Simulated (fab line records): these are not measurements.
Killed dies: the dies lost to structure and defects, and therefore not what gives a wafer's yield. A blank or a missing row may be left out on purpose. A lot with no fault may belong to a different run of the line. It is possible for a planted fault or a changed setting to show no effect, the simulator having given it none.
fab line records	flow rit_cmos
record: lots: 6	wafers: 18	last_day: 5
route steps=202 shown PRETRO@72 GATE@75 FOX2@80 M1@202
lots untouched by any fault: they come from a run of this same line in which no faults occurred
start_h: start of the lot's first displayed wafer, in hours after the record's first day	wait_h: hours elapsed since this lot's preceding step	" same as the row above	L1.1+2: several wafers, shown together as one row	- either no value or no given start	* or withheld: withheld	< > ~ a bound
route shown NAME@n: a module of which the file shows steps, and the number in the route of the first	usual: average and standard deviation across the fault-free wafers	same: alike in all rows	chamber/n: place in a boat	sites: readings site by site	_std_site: standard deviation across them	_edge_site: the outer-site mean with the inner-site mean subtracted	radius_mm: for every site, how far away it sits from the centre of the wafer	mask NAME#n: copy n	behind: tool/chamber where the wafer was last shaped	hold: why the lot went on hold/how many hours it stayed there/how the hold came to an end	device: the n, p or np transistor that did not switch	end of line: the route-end tests of the same wafers	a step given without rows: its recipe and nothing more	killed: the dies lost at the first sort to structure and to defects; this is not the yield of the wafer	map: the dies of a wafer, with x for killed, . for not killed, _ for no die there
set.NAME: the setting as run; set.NAME@STEP: as run at that earlier step	model.NAME: the simulator's own value behind a step, which no gauge read
lots at some steps of the route; a table a step, a row a wafer
services: a tool's chamber out of use, with start hour (start_h, from the record's first day; less than 0 if before it), hours out, and reason
== steps ==
step: RIT_PRETRO_IMPLANT_08
recipe: species: B	energy_kev: 45	dose_cm2: 1.2e+13	tilt_deg: 7
step: RIT_PRETRO_STRIP_09
recipe: chemistry: O2	time_s: 180	resist: NOVOLAK	platen_temp_c: withheld	power_w: 500	pressure_mtorr: 4000	o2_flow_sccm: 4000
usual: drypump_motor_current_A: 5.9/0.37
lot.wafer	tool	chamber	start_h	wait_h	drypump_motor_current_A	rf_hours_counter_h
L555.2	plasma_asher-03	1	34.77	0.1	5.7	39
L555.4	"	1	"	"	5.6	-
L555.6	"	1	"	"	5.7	-
L557.1	plasma_asher-03	1	42.46	0.1	5.6	40
L557.3	"	0	"	"	5.9	-
L557.5	"	0	"	"	5.9	-
L558.1	plasma_asher-03	1	47.92	0.1	5.6	40
L558.2	"	0	"	"	5.9	40
L558.5	"	0	"	"	5.9	-
L561.4	plasma_asher-02	1	64.61	0.1	6.6	-
L561.5	"	0	"	"	5.6	-
L561.6	"	1	"	"	6.6	-
L567.4	plasma_asher-01	0	93.15	0.1	5.7	-
L567.5	"	1	"	"	5.7	-
L567.6	"	0	"	"	5.7	-
L568.1	plasma_asher-03	1	98.08	0.1	5.6	45
L568.3	"	0	"	"	5.9	-
L568.4	"	1	"	"	5.6	-
step: RIT_PRETRO_TW_MEAS_10
usual: PRETRO_TW: 474.0/2.5
lot.wafer	tool	chamber	start_h	wait_h	PRETRO_TW
L555.2	film_metro-01	-	34.96	0.1	478.3
L555.4	"	-	"	"	480.5
L555.6	"	-	"	"	478.6
L557.1	film_metro-03	-	42.64	0.1	472.6
L557.3	"	-	"	"	473.4
L557.5	"	-	"	"	472.3
L558.1	film_metro-01	-	48.09	0.1	473.2
L558.2	"	-	"	"	477.2
L558.5	"	-	"	"	476.3
L561.4	film_metro-01	-	64.76	0.1	475.0
L561.5	"	-	"	"	474.4
L561.6	"	-	"	"	472.7
L567.4	film_metro-02	-	93.30	0.1	473.0
L567.5	"	-	"	"	475.6
L567.6	"	-	"	"	473.6
L568.1	film_metro-01	-	98.26	0.1	478.5
L568.3	"	-	"	"	479.3
L568.4	"	-	"	"	476.0
step: RIT_GATE_WET_ETCH_00
recipe: chemistry: BOE	target: SiO2	target_depth_nm: 56	time_s: 62.87	dry: n2_spin	dilution: 10:1	temp_c: 21.5
step: RIT_GATE_CLEAN_01
recipe: chemistry: SC1	mix: 3:3:50	time_s: 600	temp_c: 75
step: RIT_GATE_CLEAN_02
recipe: chemistry: dHF	dilution: 50:1	time_s: 30
step: RIT_GATE_CLEAN_03
recipe: chemistry: SC2	mix: 3:3:50	time_s: 600	temp_c: 75	dry: n2_spin
step: RIT_GATE_CLEAN_04
recipe: chemistry: dHF	dilution: 50:1	time_s: 60	dry: n2_spin
step: RIT_FOX2_THK_MEAS_91
recipe: reads: SiO2_of_FOX2_OXIDATION_00
usual: FIELD_OXIDE_LEFT_2_THK: 254/6.7
lot.wafer	tool	chamber	start_h	wait_h	FIELD_OXIDE_LEFT_2_THK[nm]
L555.2	film_metro-03	-	35.43	0.0	260
L555.4	"	-	"	"	250
L555.6	"	-	"	"	257
L557.1	film_metro-01	-	43.12	0.0	246
L557.3	"	-	"	"	255
L557.5	"	-	"	"	254
L558.1	film_metro-03	-	48.57	0.0	259
L558.2	"	-	"	"	257
L558.5	"	-	"	"	264
L561.4	film_metro-01	-	65.27	0.0	249
L561.5	"	-	"	"	259
L561.6	"	-	"	"	254
L567.4	film_metro-01	-	93.84	0.0	248
L567.5	"	-	"	"	250
L567.6	"	-	"	"	246
L568.1	film_metro-01	-	98.74	0.0	246
L568.3	"	-	"	"	250
L568.4	"	-	"	"	245
step: RIT_GATE_OXIDATION_05
recipe: temp_c: 900	ambient: O2	target_thk_a: 30	ox_time_s: 270
step: RIT_GATE_ANNEAL_06
recipe: temp_c: 900	time_s: 600	ambient: N2O
step: RIT_GATE_THK_MEAS_07
recipe: reads: SiO2_of_GATE_OXIDATION_05
usual: GATE_OXIDE_THK: 2.98/0.062
lot.wafer	tool	chamber	start_h	wait_h	GATE_OXIDE_THK[nm]
L555.2	film_metro-03	-	36.82	0.0	3.04
L555.4	"	-	"	"	2.99
L555.6	"	-	"	"	3.04
L557.1	film_metro-04	-	46.20	0.0	2.88
L557.3	"	-	"	"	2.99
L557.5	"	-	"	"	2.89
L558.1	film_metro-01	-	53.02	0.0	2.89
L558.2	"	-	"	"	3.06
L558.5	"	-	"	"	2.97
L561.4	film_metro-01	-	69.03	0.0	2.90
L561.5	"	-	"	"	2.86
L561.6	"	-	"	"	2.93
L567.4	film_metro-03	-	98.75	0.0	2.98
L567.5	"	-	"	"	2.92
L567.6	"	-	"	"	2.95
L568.1	film_metro-03	-	100.13	0.0	2.95
L568.3	"	-	"	"	2.96
L568.4	"	-	"	"	2.97
step: RIT_GATE_CVD_08
recipe: material: poly-Si	target_thk_nm: 250	temp_c: 610	precursor: SiH4	time_s: 2220	pressure_mtorr: 300	sih4_flow_sccm: 100
usual: pressure_mtorr: 300.0/0.65	spike_tc_centre_C: 612.6/1.3	spike_tc_load_C: 634.2/2	spike_tc_source_C: 629/3.7	susceptor_temp_C: 610.08/0.29	zone_power_load_pct: 11.9/1
lot.wafer	tool	chamber	start_h	wait_h	pressure_mtorr	spike_tc_centre_C	spike_tc_load_C	spike_tc_source_C	susceptor_temp_C	zone_power_load_pct	model.poly-Si_of_GATE_CVD_08.thk_nm
L555.2	lpcvd-01	0	36.87	0.0	300.0	613.7	635.3	632	609.58	12.2	254.3
L555.4	"	0	"	"	299.9	612.7	634.3	633	610.12	12.4	253.4
L555.6	"	0	"	"	299.7	612.0	635.9	632	610.24	12.3	252.3
L557.1	lpcvd-02	0	46.26	0.1	299.3	613.6	636.1	631	610.31	13.9	244
L557.3	"	0	"	"	300.4	613.1	633.7	629	610.61	14.1	244.5
L557.5	"	0	"	"	300.1	612.7	635.8	630	610.52	14.5	244.5
L558.1	lpcvd-01	0	53.08	0.1	299.9	614.4	637.0	631	609.75	12.3	252.4
L558.2	"	0	"	"	300.0	610.7	635.6	632	610.09	12.3	253.3
L558.5	"	0	"	"	300.6	612.4	635.7	632	609.66	12.5	252.9
L561.4	lpcvd-02	1	69.06	0.0	299.9	614.8	634.4	623	609.93	10.8	249.7
L561.5	"	1	"	"	300.2	612.5	635.2	624	610.28	10.7	249.2
L561.6	"	1	"	"	300.5	612.5	635.2	623	609.90	10.6	248.5
L567.4	lpcvd-01	0	98.78	0.0	300.1	631.1	653.0	650	628.55	13.0	386.4
L567.5	"	0	"	"	300.4	631.0	653.2	649	628.10	13.2	385.1
L567.6	"	0	"	"	300.8	630.4	652.5	650	628.62	13.1	383.7
L568.1	lpcvd-01	0	100.40	0.3	300.3	629.3	653.5	651	628.07	13.2	386.5
L568.3	"	0	"	"	300.8	632.2	653.6	650	628.83	13.0	384.1
L568.4	"	0	"	"	299.9	629.4	655.0	651	628.29	13.3	383.5
step: RIT_GATE_THK_MEAS_09
recipe: reads: poly-Si_of_GATE_CVD_08
usual: GATE_POLY_THK: 249.9/2.8
lot.wafer	tool	chamber	start_h	wait_h	GATE_POLY_THK[nm]
L555.2	film_metro-04	-	38.50	0.0	254.3
L555.4	"	-	"	"	253.1
L555.6	"	-	"	"	252.1
L557.1	film_metro-03	-	47.87	0.0	244.0
L557.3	"	-	"	"	244.4
L557.5	"	-	"	"	244.6
L558.1	film_metro-03	-	54.70	0.0	252.1
L558.2	"	-	"	"	253.3
L558.5	"	-	"	"	252.9
L561.4	film_metro-01	-	70.70	0.0	249.6
L561.5	"	-	"	"	249.5
L561.6	"	-	"	"	248.5
L567.4	film_metro-03	-	100.43	0.0	386.4
L567.5	"	-	"	"	385.1
L567.6	"	-	"	"	383.4
L568.1	film_metro-01	-	102.02	0.0	386.2
L568.3	"	-	"	"	383.9
L568.4	"	-	"	"	383.3
step: RIT_GATE_HMDS_10
recipe: prime_time_s: 60	prime_temp_c: 140
step: RIT_GATE_COAT_11
recipe: resist: NOVOLAK	spin_rpm: 4250	resist_thk_nm: 850
step: RIT_GATE_SOFTBAKE_12
recipe: resist: NOVOLAK	temp_c: 90	time_s: 60
step: RIT_GATE_EXPOSE_13
recipe: mask_id: M6	na: 0.6	source_shape: conventional	sigma_outer: 0.6	target_cd_nm: 150	dose_mj: 380
step: RIT_GATE_PEB_14
recipe: resist: NOVOLAK	temp_c: withheld	time_s: withheld
step: RIT_GATE_DEVELOP_15
recipe: resist: NOVOLAK	develop_time_s: 50	dev_temp_c: 23
step: RIT_GATE_CD_MEAS_16
recipe: target_cd_nm: 150
usual: cd_nm: 150.1/2.2
lot.wafer	tool	chamber	start_h	wait_h	cd_nm
L555.2	cd_sem-01	-	39.54	-	149.6
L555.4	"	-	"	"	152.9
L555.6	"	-	"	"	150.3
L557.1	cd_sem-01	-	48.91	-	153.4
L557.3	"	-	"	"	154.7
L557.5	"	-	"	"	152.6
L558.1	cd_sem-02	-	55.61	-	150.5
L558.2	"	-	"	"	151.6
L558.5	"	-	"	"	152.2
L561.4	cd_sem-02	-	71.77	-	150.4
L561.5	"	-	"	"	149.4
L561.6	"	-	"	"	153.2
L567.4	cd_sem-01	-	101.50	-	153.3
L567.5	"	-	"	"	151.9
L567.6	"	-	"	"	151.2
L568.1	cd_sem-01	-	102.93	-	153.9
L568.3	"	-	"	"	153.9
L568.4	"	-	"	"	153.6
step: RIT_GATE_OVL_MEAS_17
usual: GATE_OVL: 0.9/1.2
lot.wafer	tool	chamber	start_h	wait_h	GATE_OVL[nm]
L555.2	overlay-01	-	39.65	0.1	2.5
L555.4	"	-	"	"	1.6
L555.6	"	-	"	"	1.1
L557.1	overlay-02	-	49.03	0.1	1.2
L557.3	"	-	"	"	2.1
L557.5	"	-	"	"	1.4
L558.1	overlay-02	-	55.73	0.1	1.0
L558.2	"	-	"	"	0.0
L558.5	"	-	"	"	1.2
L561.4	overlay-02	-	71.85	0.1	-1.0
L561.5	"	-	"	"	1.1
L561.6	"	-	"	"	-0.5
L567.4	overlay-01	-	101.57	0.1	1.9
L567.5	"	-	"	"	3.2
L567.6	"	-	"	"	1.9
L568.1	overlay-02	-	103.05	0.1	1.3
L568.3	"	-	"	"	1.3
L568.4	"	-	"	"	0.9
step: RIT_GATE_HARDBAKE_18
recipe: resist: NOVOLAK	temp_c: 140	time_s: 60
step: RIT_GATE_ETCH_19
recipe: chemistry: SF6/CHF3/O2	time_s: 165	SF6_flow_sccm: 30	CHF3_flow_sccm: 30	O2_flow_sccm: 5	target: poly-Si	pressure_mtorr: 40	rf_w: 160	target_depth_a: 3125	over_etch_frac: 0.25	stop_on: SiO2
usual: drypump_motor_current_A: 6.03/0.19	oes_product_au: 0.851/0.017	throttle_valve_pct: 10.25/0.17
lot.wafer	tool	chamber	start_h	wait_h	drypump_motor_current_A	oes_product_au	rf_hours_counter_h	throttle_valve_pct	model.etch.depth_nm	model.GATE.feature_depth_nm
L555.2	rie_si-02	3	39.90	0.1	6.25	0.855	157	10.41	254.3	254.3
L555.4	"	1	"	"	6.25	0.835	51	10.33	253.4	253.4
L555.6	"	0	"	"	5.81	0.868	-	10.56	252.3	252.3
L557.1	rie_si-02	3	49.21	0.1	6.23	0.827	157	10.41	244	244
L557.3	"	1	"	"	6.25	0.814	51	10.34	244.5	244.5
L557.5	"	3	"	"	6.25	0.818	-	10.42	244.5	244.5
L558.1	rie_si-01	2	55.92	0.1	5.73	0.855	93	10.14	252.4	252.4
L558.2	"	3	"	"	6.23	0.860	112	10.15	253.3	253.3
L558.5	"	2	"	"	5.73	0.861	-	10.15	252.9	252.9
L561.4	rie_si-02	0	72.01	0.1	5.78	0.854	140	10.55	249.7	249.7
L561.5	"	1	"	"	6.23	0.828	-	10.35	249.2	249.2
L561.6	"	2	"	"	5.96	0.868	-	10.13	248.5	248.5
L567.4	rie_si-02	1	101.74	0.1	6.24	0.960	52	10.35	306.1	306.1
L567.5	"	2	"	"	5.97	1.032	-	10.12	313.8	313.8
L567.6	"	3	"	"	6.22	0.942	-	10.42	295.6	295.6
L568.1	rie_si-01	0	103.23	0.1	5.94	1.002	61	9.99	307.4	307.4
L568.3	"	1	"	"	6.08	0.994	0	10.27	303.3	303.3
L568.4	"	2	"	"	5.71	0.989	93	10.14	308.7	308.7
step: RIT_GATE_STRIP_20
recipe: chemistry: O2	time_s: 180	resist: NOVOLAK	platen_temp_c: withheld	power_w: 500	pressure_mtorr: 4000	o2_flow_sccm: 4000
usual: drypump_motor_current_A: 5.64/0.19
lot.wafer	tool	chamber	start_h	wait_h	drypump_motor_current_A	rf_hours_counter_h
L555.2	plasma_asher-01	0	40.00	0.1	5.73	38
L555.4	"	0	"	"	5.71	-
L555.6	"	1	"	"	5.65	-
L557.1	plasma_asher-03	1	49.32	0.1	5.65	40
L557.3	"	1	"	"	5.65	-
L557.5	"	0	"	"	5.91	-
L558.1	plasma_asher-04	0	56.02	0.1	5.64	40
L558.2	"	1	"	"	5.28	40
L558.5	"	0	"	"	5.68	-
L561.4	plasma_asher-04	1	72.18	0.1	5.24	-
L561.5	"	1	"	"	5.25	-
L561.6	"	0	"	"	5.63	-
L567.4	plasma_asher-01	0	101.91	0.1	5.74	-
L567.5	"	1	"	"	5.67	-
L567.6	"	0	"	"	5.74	-
L568.1	plasma_asher-03	0	103.34	0.1	5.92	46
L568.3	"	0	"	"	5.92	-
L568.4	"	1	"	"	5.62	-
step: RIT_M1_PROBE_99
usual: killed_at_front_end: 6.9/2.9	killed_dies: 7.0/2.9	killed_on_rim: 1.9/1.4	killed_open: 3.4/2.1	killed_short: 3.5/1.8
same: gross_dies: 264	killed_at_M0_to_M3: 0	killed_at_M4_up: 0	killed_at_back_side: 0	killed_at_contacts: 0	killed_at_other: 0
lot.wafer	tool	chamber	start_h	wait_h	killed_at_front_end	killed_dies	killed_on_rim	killed_open	killed_short
L555.2	prober-01	-	59.92	0.1	4	4	1	2	2
L555.4	prober-01	-	60.02	0.2	6	6	1	4	2
L555.6	prober-01	-	60.12	0.2	7	7	0	3	4
L567.4	prober-01	-	122.68	0.2	264	264	70	3	2
L567.5	prober-01	-	122.73	0.2	264	264	70	2	7
L567.6	prober-01	-	122.78	0.2	264	264	70	2	6
L568.1	prober-02	-	124.03	0.1	264	264	70	5	3
L568.3	prober-02	-	124.13	0.2	264	264	70	2	5
L568.4	prober-02	-	124.18	0.2	264	264	70	6	3
killed by level:class
L555.2 GATE:geometric_particle:open=2 FOX2:geometric_particle:short=1 GATE:geometric_particle:short=1
L555.4 GATE:geometric_particle:open=2 FOX1:geometric_particle:open=1 GATE:geometric_particle:short=1 REOX:geometric_particle:short=1 REOX:geometric_particle:open=1
L555.6 GATE:geometric_particle:short=2 FOX2:geometric_particle:open=1 SILICIDE:geometric_particle:open=1 GATE:geometric_particle:open=1 REOX:geometric_particle:short=1 SPACER:geometric_particle:short=1
L567.4 GATE:area_etch=259 FOX2:geometric_particle:short=2 FOX1:geometric_particle:open=1 FOX2:geometric_particle:open=1 GATE:geometric_particle:open=1
L567.5 GATE:area_etch=255 SPACER:geometric_particle:short=3 FOX1:geometric_particle:short=2 GATE:geometric_particle:short=1 REOX:geometric_particle:short=1 SPACER:geometric_particle:open=1 SILICIDE:geometric_particle:open=1
L567.6 GATE:area_etch=256 GATE:geometric_particle:short=2 GATE:geometric_particle:open=2 SILICIDE:geometric_particle:short=2 FOX2:geometric_particle:short=1 REOX:geometric_particle:short=1
L568.1 GATE:area_etch=256 GATE:geometric_particle:open=2 SILICIDE:geometric_particle:short=2 FOX2:geometric_particle:short=1 FOX2:geometric_particle:open=1 REOX:geometric_particle:open=1 SILICIDE:geometric_particle:open=1
L568.3 GATE:area_etch=257 SILICIDE:geometric_particle:short=3 GATE:geometric_particle:short=2 GATE:geometric_particle:open=1 SILICIDE:geometric_particle:open=1
L568.4 GATE:area_etch=255 GATE:geometric_particle:open=3 SPACER:geometric_particle:short=2 FOX1:geometric_particle:open=1 FOX2:geometric_particle:open=1 SPACER:geometric_particle:open=1 SILICIDE:geometric_particle:short=1
map L567.4 (x killed, . not)
________xxxxxxx_______
_____xxxxxxxxxxxxx____
____xxxxxxxxxxxxxxx___
___xxxxxxxxxxxxxxxxx__
__xxxxxxxxxxxxxxxxxxx_
__xxxxxxxxxxxxxxxxxxx_
_xxxxxxxxxxxxxxxxxxxxx
_xxxxxxxxxxxxxxxxxxxxx
_xxxxxxxxxxxxxxxxxxxxx
_xxxxxxxxxxxxxxxxxxxxx
__xxxxxxxxxxxxxxxxxxx_
__xxxxxxxxxxxxxxxxxxx_
___xxxxxxxxxxxxxxxxx__
____xxxxxxxxxxxxxxx___
_____xxxxxxxxxxxxx____
________xxxxxxx_______
map L568.1 (x killed, . not)
________xxxxxxx_______
_____xxxxxxxxxxxxx____
____xxxxxxxxxxxxxxx___
___xxxxxxxxxxxxxxxxx__
__xxxxxxxxxxxxxxxxxxx_
__xxxxxxxxxxxxxxxxxxx_
_xxxxxxxxxxxxxxxxxxxxx
_xxxxxxxxxxxxxxxxxxxxx
_xxxxxxxxxxxxxxxxxxxxx
_xxxxxxxxxxxxxxxxxxxxx
__xxxxxxxxxxxxxxxxxxx_
__xxxxxxxxxxxxxxxxxxx_
___xxxxxxxxxxxxxxxxx__
____xxxxxxxxxxxxxxx___
_____xxxxxxxxxxxxx____
________xxxxxxx_______
== services ==
tool	chamber	start_h	hours	kind
rie_si-02	2	21.26	2.8	repair
plasma_asher-04	-	37.92	1.1	repair
rie_si-01	0	45.38	2.4	repair
rie_si-01	1	55.49	-	clean
rie_si-01	1	55.49	21.2	scheduled_down
rie_si-01	1	55.49	21.2	vent_cycle
rie_si-02	3	77.50	-	clean
rie_si-02	3	77.50	18.2	scheduled_down
rie_si-02	3	77.50	18.2	vent_cycle
rie_si-02	1	91.66	2.4	repair
== key ==
first_sign: step: RIT_GATE_CVD_08	reading: susceptor_temp_C	direction: up	sigmas: 62	usual: *	struck: *
effect: step: RIT_GATE_CVD_08	reading: spike_tc_centre_C	direction: up	sigmas: 14	usual: 612.6	struck: 630.6
effect: step: RIT_GATE_THK_MEAS_09	reading: GATE_POLY_THK	direction: up	sigmas: 48	usual: 249.9	struck: 384.7
effect: step: RIT_GATE_ETCH_19	reading: oes_product_au	direction: up	sigmas: 8	usual: 0.851	struck: 0.986
effect: step: RIT_M1_PROBE_99	reading: killed_at_front_end	direction: up	sigmas: 88	usual: 6.9	struck: 264
model_effect: step: RIT_GATE_CVD_08	value: poly-Si_of_GATE_CVD_08.thk_nm	without: 252.6	struck: 384.9
model_effect: step: RIT_GATE_ETCH_19	value: etch.depth_nm	without: 252.6	struck: 305.8
more_kills_born_at: RIT_GATE_ETCH_19@rie_si-02: 770	RIT_GATE_ETCH_19@rie_si-01: 768
met_at RIT_GATE_CVD_08
struck_wafers L567.4,L567.5,L567.6,L568.1,L568.3,L568.4
later_rows_left_out L567.4,L567.5,L567.6,L568.1,L568.3,L568.4
tester_left_out L567,L568
fault: kind: process_parameter_drift	tool: lpcvd-01	chamber: 0	onset_h: 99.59	steps: RIT_GATE_CVD_08	channel: temp_c	offset: *	shape: step	end_h: 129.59	acts_in: *	stated: *
tester_left_out: of these lots the tester's yield and bins aren't shown, on N5 and GAA mostly nor the transistor test; their killed dies are dies lost to structure and defects alone, not to doping, threshold or leakage, so they don't give the yield
later_rows_left_out: the simulator's readings of these wafers behind a module that went badly wrong aren't trusted and aren't shown, but for the sort
